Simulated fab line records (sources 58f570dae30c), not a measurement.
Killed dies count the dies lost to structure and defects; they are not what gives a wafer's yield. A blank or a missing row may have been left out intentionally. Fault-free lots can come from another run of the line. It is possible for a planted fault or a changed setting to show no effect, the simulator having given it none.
Split-lot study | flow berkeley_cmos170 | 23 wafers read from 5 lots, route of 331 steps

ABOUT THE SPLIT
At UCB170_M3_COAT_10 (resist thk 900 nm), the setting spin_rpm was moved away from the recipe's 1500 rpm on 7 of the 23 wafers read, by -3.2% to +7.3%. All remaining wafers had this setting at the recipe value.

The reading is taken at the split's own step.

THE READING
KrF_of_M3_COAT_10.thk_nm (the simulator's own value, which no gauge read), in nm, at UCB170_M3_COAT_10 (resist thk 900 nm). The file gives no usual value for it. The 16 wafers here that ran the recipe average 899.7 nm, standard deviation 1.4 nm.

wafer  | tool, chamber at the split | spin_rpm as run, rpm | against the recipe | KrF_of_M3_COAT_10.thk_nm, nm | against lot-mates on the recipe
L075.1 | litho_track-02, 0          | 1500                 | recipe             | 899.2                        | -
L075.2 | litho_track-02, 0          | 1500                 | recipe             | 899                          | -
L075.3 | litho_track-02, 0          | 1500                 | recipe             | 900.7                        | -
L075.5 | litho_track-02, 0          | 1500                 | recipe             | 897.8                        | -
L075.6 | litho_track-02, 0          | 1500                 | recipe             | 897.5                        | -
L079.1 | litho_track-01, 0          | 1500                 | recipe             | 900.6                        | -
L079.2 | litho_track-01, 0          | 1500                 | recipe             | 899.7                        | -
L079.3 | litho_track-01, 0          | 1539                 | +2.6%              | 888.4                        | -12.2
L079.5 | litho_track-01, 0          | 1500                 | recipe             | 901.4                        | -
L079.6 | litho_track-01, 0          | 1539                 | +2.6%              | 891.4                        | -9.2
L080.1 | litho_track-04, 0          | 1609                 | +7.3%              | 868.6                        | -32.1
L080.3 | litho_track-04, 0          | 1609                 | +7.3%              | 868.7                        | -32.0
L080.4 | litho_track-04, 0          | 1609                 | +7.3%              | 870.7                        | -30.0
L080.5 | litho_track-04, 0          | 1500                 | recipe             | 900.6                        | -
L080.6 | litho_track-04, 0          | 1500                 | recipe             | 900.7                        | -
L082.2 | litho_track-01, 0          | 1500                 | recipe             | 898.6                        | -
L082.3 | litho_track-01, 0          | 1500                 | recipe             | 898.6                        | -
L082.6 | litho_track-01, 0          | 1500                 | recipe             | 899                          | -
L085.1 | litho_track-02, 0          | 1452                 | -3.2%              | 915.7                        | +15.1
L085.2 | litho_track-02, 0          | 1452                 | -3.2%              | 912.3                        | +11.7
L085.3 | litho_track-02, 0          | 1500                 | recipe             | 899.4                        | -
L085.4 | litho_track-02, 0          | 1500                 | recipe             | 899.3                        | -
L085.5 | litho_track-02, 0          | 1500                 | recipe             | 903.1                        | -

THE FIT
A straight line over all 23 wafers: KrF_of_M3_COAT_10.thk_nm changes by -4.2 nm for each +1% of spin_rpm; r = -0.99; the points scatter about the line by 1.5 nm.
The same after taking each lot's own level away (the mean of its wafers on the recipe; 23 wafers): -4.28 nm for each +1%; r = -1.00; scatter 1.2 nm.
On that fit, the largest move of spin_rpm shifts the reading by 31 nm.
The lots' own levels span 898.73 to 900.65 nm, that is 1.4 times the standard deviation above.
The two slopes are in agreement: the lot-to-lot level therefore moves the slope only a little.
Check: for one of the wafers moved furthest among these (+7.3%), held out of the fit, the line's prediction against its lot-mates is -30.8 nm. It came out at -32.1 nm against them.

THESE WAFERS: OTHER SPLITS
Before the reading, these wafers also passed through other splits. Each is held against what the fit with the lots' levels taken away leaves over:
other split on the same wafers  | wafers away from the commonest value | r with KrF_of_M3_COAT_10.thk_nm (lot level and that fit taken away)
UCB170_M3_COAT_05 resist_thk_nm | 6                                    | +0.29

FILE'S OWN FIT
KrF_of_M3_COAT_10.thk_nm changes by -4.27 nm for each +1% of spin_rpm, r = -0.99.
